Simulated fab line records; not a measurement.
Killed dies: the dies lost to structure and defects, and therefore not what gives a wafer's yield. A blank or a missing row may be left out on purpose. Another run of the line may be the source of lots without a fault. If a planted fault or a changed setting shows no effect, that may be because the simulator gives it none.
A struck lot beside a sound one + flow berkeley-cmos170 + 14 steps out of a route of 331
Sound: the wafers L720.1, L720.3, L720.4. The struck wafers were L733.2, L733.3, L733.4. At the end, the cause is stated.
Per side, at each step with rows, come the tool, then ch with its chambers, and then its first start. Under that, the readings that differ: sound wafers + struck wafers + difference of the means + sigmas: that difference in standard deviations of wafers without a fault.
alike: readings with means less than 2 such deviations apart, plus words and numbers identical on both sides. not compared: withheld readings, readings lacking a value on some wafer, bounds such as >300 that could conceal the same value, and numbers that have no deviation in the record and whose values overlap.
The two part at a step that has a row with sigmas, a row that says differs or no value, or rows on one side only. Numbers that have no deviation but don't overlap get no sigmas and don't part them. Lack of a reading on every wafer of one side parts them only where that side has two or more wafers.

UCB170_START_BOW_MEAS_00:
  struck on film-metro-03, day 4 08:01; sound on film-metro-03, day 1 15:00
  alike: INCOMING_BOW
then, 2 steps without rows for these wafers: UCB170_START_CLEAN_01 (cleans in dHF, time 60 s); UCB170_START_OXIDATION_02 (target thk 20 nm, ox time 1800 s).
UCB170_START_THK_MEAS_03:
  struck on film-metro-01, day 4 10:21; sound on film-metro-02, day 1 21:49
| reading              | sound          | struck         | difference | sigmas |
|----------------------|----------------|----------------|------------|--------|
| START_OXIDE_THK (nm) | 20.8 20.4 20.8 | 19.7 19.9 19.7 | -0.9       | -3     |
then, 7 steps without rows for these wafers: UCB170_START_ANNEAL_04 (time 1200 s); UCB170_ZERO_HMDS_00 (prime time 60 s); UCB170_ZERO_COAT_01 (resist thk 900 nm); UCB170_ZERO_SOFTBAKE_02 (time 60 s); UCB170_ZERO_EXPOSE_03 (exposes mask PM MARKS, target cd 4000 nm); UCB170_ZERO_PEB_04; UCB170_ZERO_DEVELOP_05 (develop time 45 s).
UCB170_ZERO_ETCH_06: etches SiO2 in CHF3/CF4/Ar, time 12 s.
  sound on rie-diel-01 ch 1,2,3, day 2 05:20; struck on rie-diel-01 ch 1,2,3, day 4 19:06
  alike: cf4-flow-sccm, drypump-motor-current-A, mfc-ar-sccm, oes-product-au, throttle-valve-pct
  not compared: rf-hours-counter-h
UCB170_ZERO_STRIP_07: strips in O2.
  sound on plasma-asher-01 ch 0,1, day 2 05:22; struck on plasma-asher-03 ch 0,1, day 4 19:08
| reading                      | sound             | struck            | difference | sigmas |
|------------------------------|-------------------|-------------------|------------|--------|
| o2-flow-sccm (sccm)          | 398.9 402.3 401.3 | 319.1 320.7 317.5 | -81.7      | -58    |
| oes-product-au (a.u.)        | 0.726 0.733 0.727 | 0.712 0.716 0.721 | -0.012     | -3     |
| strip-time-to-endpoint-s (s) | 21.50 21.60 21.55 | 22.14 22.17 22.21 | +0.62      | +11    |
  alike: drypump-motor-current-A
  not compared: rf-hours-counter-h
then, 1 step without rows for these wafers: UCB170_NWELL_WET_ETCH_00 (etches SiO2 in dHF, time 200 s).

== WHERE THEY PART ==
Last at UCB170_ZERO_STRIP_07 as far as this record goes, first at UCB170_START_THK_MEAS_03.

WHY: what had been put in by the simulator
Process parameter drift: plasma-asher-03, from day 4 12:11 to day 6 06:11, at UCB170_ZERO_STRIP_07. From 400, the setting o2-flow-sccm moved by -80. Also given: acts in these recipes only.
